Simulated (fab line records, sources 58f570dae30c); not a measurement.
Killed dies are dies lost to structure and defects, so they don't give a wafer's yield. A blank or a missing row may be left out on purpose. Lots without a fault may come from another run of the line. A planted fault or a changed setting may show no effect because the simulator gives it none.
One fault seen from 2 desks | flow berkeley_cmos170 | each desk has only its own numbers; what lay behind them comes last

THE TOOL OWNER'S DESK: krf_scanner-02
The tool's own readings at UCB170_NVT_EXPOSE_03 (exposes mask PWELL, target cd 3000 nm): means of the sampled wafers that have a number, for each lot that ran on this tool. A lot is out of limits, marked OUT, if its mean lies more than 4 standard deviations from the usual mean; the brackets give that distance.
Columns: A = exposure_dose_mJ_cm2 at UCB170_NVT_EXPOSE_03, usual 30.00; B = focus_offset_nm at UCB170_NVT_EXPOSE_03, usual 0.1 nm; C = reticle_temp_C at UCB170_NVT_EXPOSE_03, usual 22.99 C
lot  | first seen here | A     | B    | C
L984 | day 6 23:56     | 30.01 | 0.1  | 23.07
L985 | day 7 04:23     | 30.00 | 0.3  | 22.86
L982 | day 7 04:32     | 30.00 | -0.6 | 22.99
L997 | day 10 01:22    | 30.01 | 0.2  | 23.00
L100 | day 10 20:49    | 30.03 | -0.2 | 22.99
L101 | day 11 06:14    | 30.04 | -0.2 | 22.94
L103 | day 11 12:29    | 30.01 | -0.1 | 23.03
This desk's finding: nothing out of limits on any of the 7 lots.

THE METROLOGY DESK
What the gauges read, lot by lot, whatever tool the lot ran on: means of the sampled wafers that have a number. A lot is out of limits, marked OUT, if its mean lies more than 4 standard deviations from the usual mean; the brackets give that distance.
Columns: A = PFIELD_TW at UCB170_PFIELD_TW_MEAS_09, usual 605; B = FIELD_OXIDE_LEFT_1_THK at UCB170_FIELD_THK_MEAS_90, usual 439 nm
lot  | first seen here | A   | B
L984 | day 5 11:19     | 601 | 434
L982 | day 5 11:31     | 614 | 445
L985 | day 5 17:55     | 614 | 439
L991 | day 6 23:43     | 614 | 445
L992 | day 7 06:44     | 603 | 440
L995 | day 7 15:01     | 611 | 439
L997 | day 8 07:38     | 595 | 432
L998 | day 8 11:33     | 598 | 426
L999 | day 8 12:31     | 612 | 421
L100 | day 9 04:18     | 594 | 442
L101 | day 9 10:55     | 598 | 428
L102 | day 9 17:24     | 614 | 445
L103 | day 9 18:58     | 612 | 450
L104 | day 10 06:16    | 598 | 439
This desk's finding: nothing out of limits on any of the 14 lots.

PUT TOGETHER
The tool owner's desk saw nothing out of limits.
The metrology desk saw nothing out of limits.

WHAT THE SIMULATOR HAD PUT IN
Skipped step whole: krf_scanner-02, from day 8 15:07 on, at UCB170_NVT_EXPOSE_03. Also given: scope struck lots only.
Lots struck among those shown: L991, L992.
